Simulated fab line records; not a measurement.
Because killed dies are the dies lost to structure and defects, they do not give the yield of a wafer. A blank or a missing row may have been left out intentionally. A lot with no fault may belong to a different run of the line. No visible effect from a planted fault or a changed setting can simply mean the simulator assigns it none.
What tool caused it? + flow berkeleyCmos170 + Sampling: 15 lots, 45 wafers, 4 of 331 route steps

== WHAT THE GAUGES SHOWED, per wafer ==
UCB170_START_THK_MEAS_03.
| lot  | measured    | on           | START_OXIDE_THK (nm) |
|------|-------------|--------------|----------------------|
| L442 | day 1 12:12 | filmMetro-02 | 19.6 20.1 20.0       |
| L444 | day 1 23:59 | filmMetro-02 | 20.0 20.5 20.4       |
| L445 | day 2 05:10 | filmMetro-01 | 20.4 20.3 20.1       |
| L446 | day 2 08:43 | filmMetro-02 | 20.3 20.2 20.5       |
| L448 | day 2 19:12 | filmMetro-01 | 18.8 18.9 19.2       |
| L449 | day 3 02:16 | filmMetro-01 | 20.1 20.0 20.2       |
| L450 | day 3 06:55 | filmMetro-03 | 20.0 20.4 20.2       |
| L453 | day 3 18:49 | filmMetro-01 | 19.2 19.4 19.2       |
| L454 | day 4 04:36 | filmMetro-03 | 20.2 20.3 20.3       |
| L455 | day 4 08:47 | filmMetro-02 | 19.8 20.0 19.8       |
| L456 | day 4 12:02 | filmMetro-03 | 20.4 20.4 20.7       |
| L457 | day 4 17:23 | filmMetro-03 | 20.5 20.2 20.4       |
| L461 | day 5 13:29 | filmMetro-02 | 19.3 19.5 19.6       |
| L463 | day 6 01:50 | filmMetro-03 | 19.4 19.4 19.7       |
| L464 | day 6 01:50 | filmMetro-02 | 19.8 19.5 19.8       |

UCB170_ACTIVE_CD_MEAS_90 targets a cd of 1200 nm.
| lot  | measured    | on       | cdNm (nm)            |
|------|-------------|----------|----------------------|
| L442 | day 3 15:52 | cdSem-02 | 1200.8 1199.7 1199.1 |
| L444 | day 4 16:24 | cdSem-01 | 1200.3 1200.2 1200.6 |
| L445 | day 4 16:26 | cdSem-02 | 1200.5 1200.8 1201.0 |
| L446 | day 4 21:46 | cdSem-01 | 1198.4 1198.0 1198.2 |
| L448 | day 5 06:20 | cdSem-02 | 1200.9 1201.5 1200.7 |
| L449 | day 5 15:09 | cdSem-01 | 1200.0 1201.1 1200.1 |
| L450 | day 5 15:16 | cdSem-01 | 1199.7 1199.0 1199.4 |
| L453 | day 6 17:40 | cdSem-02 | 1200.7 1199.6 1200.6 |
| L454 | day 6 22:01 | cdSem-02 | 1199.3 1199.0 1199.6 |
| L455 | day 7 01:26 | cdSem-02 | 1201.0 1200.0 1199.7 |
| L456 | day 7 01:18 | cdSem-01 | 1199.9 1200.7 1199.0 |
| L457 | day 7 00:59 | cdSem-01 | 1202.9 1200.9 1201.8 |
| L461 | day 8 07:49 | cdSem-01 | 1201.3 1202.1 1200.6 |
| L463 | day 8 23:20 | cdSem-01 | 1202.1 1203.2 1202.6 |
| L464 | day 8 19:07 | cdSem-02 | 1203.8 1199.9 1201.9 |

UCB170_M2_CD_MEAS_15 targets a cd of 700 nm.
| lot  | measured     | on       | cdNm (nm)         |
|------|--------------|----------|-------------------|
| L442 | day 6 20:26  | cdSem-01 | 703.7 702.2 702.3 |
| L444 | day 8 01:39  | cdSem-02 | 701.7 701.8 702.6 |
| L445 | day 8 02:17  | cdSem-02 | 698.7 697.4 699.2 |
| L446 | day 8 01:57  | cdSem-02 | 700.3 701.3 700.5 |
| L448 | day 8 21:38  | cdSem-01 | 702.6 704.2 704.1 |
| L449 | day 9 08:18  | cdSem-02 | 701.3 699.8 701.1 |
| L450 | day 9 08:59  | cdSem-01 | 699.0 699.2 698.8 |
| L453 | day 10 02:02 | cdSem-01 | 698.2 697.2 697.9 |
| L454 | day 10 12:38 | cdSem-01 | 698.5 697.7 697.0 |
| L455 | day 10 14:34 | cdSem-01 | 700.3 699.5 701.2 |
| L456 | day 10 14:17 | cdSem-02 | 698.2 697.2 697.5 |
| L457 | day 10 13:27 | cdSem-01 | 698.9 700.5 699.6 |
| L461 | day 11 13:54 | cdSem-01 | 677.6 676.0 677.9 |
| L463 | day 12 01:20 | cdSem-02 | 687.1 685.2 685.7 |
| L464 | day 11 22:51 | cdSem-01 | 681.0 681.6 681.5 |

== WHICH TOOL RAN EACH LOT (tool, then ch and the chambers of the sampled wafers, then the start) ==
| lot  | UCB170_M2_SOFTBAKE_11            |
|------|----------------------------------|
| L442 | lithoTrack-02 ch 0, day 6 19:00  |
| L444 | lithoTrack-02 ch 0, day 8 00:00  |
| L445 | lithoTrack-03 ch 0, day 8 01:00  |
| L446 | lithoTrack-01 ch 0, day 8 01:00  |
| L448 | lithoTrack-01 ch 0, day 8 20:00  |
| L449 | lithoTrack-01 ch 0, day 9 07:00  |
| L450 | lithoTrack-01 ch 0, day 9 08:00  |
| L453 | lithoTrack-02 ch 0, day 10 00:00 |
| L454 | lithoTrack-03 ch 0, day 10 11:00 |
| L455 | lithoTrack-03 ch 0, day 10 13:00 |
| L456 | lithoTrack-02 ch 0, day 10 13:00 |
| L457 | lithoTrack-03 ch 0, day 10 12:00 |
| L461 | lithoTrack-01 ch 0, day 11 13:00 |
| L463 | lithoTrack-01 ch 0, day 12 00:00 |
| L464 | lithoTrack-01 ch 0, day 11 21:00 |
- UCB170_M2_SOFTBAKE_11: time 60 s.

== WHAT THE TOOLS THEMSELVES READ (means of the sampled wafers that have a number; where no wafer has one, the mark that the record gives instead) ==
UCB170_M2_SOFTBAKE_11.
| lot  | tool          | heaterPowerTotalW (W) | plateTempC (C) |
|------|---------------|-----------------------|----------------|
| L442 | lithoTrack-02 | 56.77                 | 129.96         |
| L444 | lithoTrack-02 | 56.79                 | 130.05         |
| L445 | lithoTrack-03 | 56.80                 | 130.01         |
| L446 | lithoTrack-01 | 56.78                 | 130.06         |
| L448 | lithoTrack-01 | 56.82                 | 129.92         |
| L449 | lithoTrack-01 | 56.83                 | 129.91         |
| L450 | lithoTrack-01 | 56.83                 | 129.93         |
| L453 | lithoTrack-02 | 56.75                 | 130.11         |
| L454 | lithoTrack-03 | 56.77                 | 130.03         |
| L455 | lithoTrack-03 | 56.77                 | 130.14         |
| L456 | lithoTrack-02 | 56.81                 | 130.04         |
| L457 | lithoTrack-03 | 56.83                 | 130.15         |
| L461 | lithoTrack-01 | 61.32                 | 138.01         |
| L463 | lithoTrack-01 | 61.32                 | 138.05         |
| L464 | lithoTrack-01 | 61.35                 | 138.01         |

== THE ANSWER, worked out from the rows above alone ==
Rule: the usual values come from the lots themselves. The widest of any qualifying gaps counts: lots, ordered by their means at a reading, are off when they make up no more than a third of the lots, leave a main group of 4 or more, and stand apart from it by 3 or more times the standard deviation of that group's means. Not used: any main group whose means are identical at the precision the tables above print for the reading. Also off: a lot with no number at a reading for which 4 or more lots have one. The other lots that the step has rows for count as sound. The gauges are gone through in route order, then the tools' own readings, and for those a lot's mean is taken as printed above. The first step at which some lot is off is used, and at that step the reading that is off furthest; a lot without a number counts as furthest.
Off: L461, L463, L464 (UCB170_M2_CD_MEAS_15, cdNm). The main group: mean 700.0 nm, standard deviation 1.9.
If a tool, at a process step before that reading, ran all the lots that are off and no sound lot after the first of them, it fits. The gauges at UCB170_M2_CD_MEAS_15 aren't tried: what is off there is off at UCB170_M2_SOFTBAKE_11 too, on other tools, and a gauge's error can't cause that. One candidate fits, namely lithoTrack-01 at UCB170_M2_SOFTBAKE_11. Its last sound lot is L450 (day 9 08:00), its first lot that is off L461 (day 11 13:00): a fault that began between those two fits.
The tool's own readings at UCB170_M2_SOFTBAKE_11 bear it out: on the lots that are off they differ by more than 5 times the standard deviation of the sound lots' means. heaterPowerTotalW reads 61.33 W there against 56.80 W on the sound lots; plateTempC reads 138.02 C there against 130.03 C on the sound lots.

== WHAT THE SIMULATOR HAD INSERTED ==
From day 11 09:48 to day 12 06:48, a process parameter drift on lithoTrack-01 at UCB170_M2_SOFTBAKE_11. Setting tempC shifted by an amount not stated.
Struck lots among those shown: L461, L463, L464. The rule above reached the same finding.
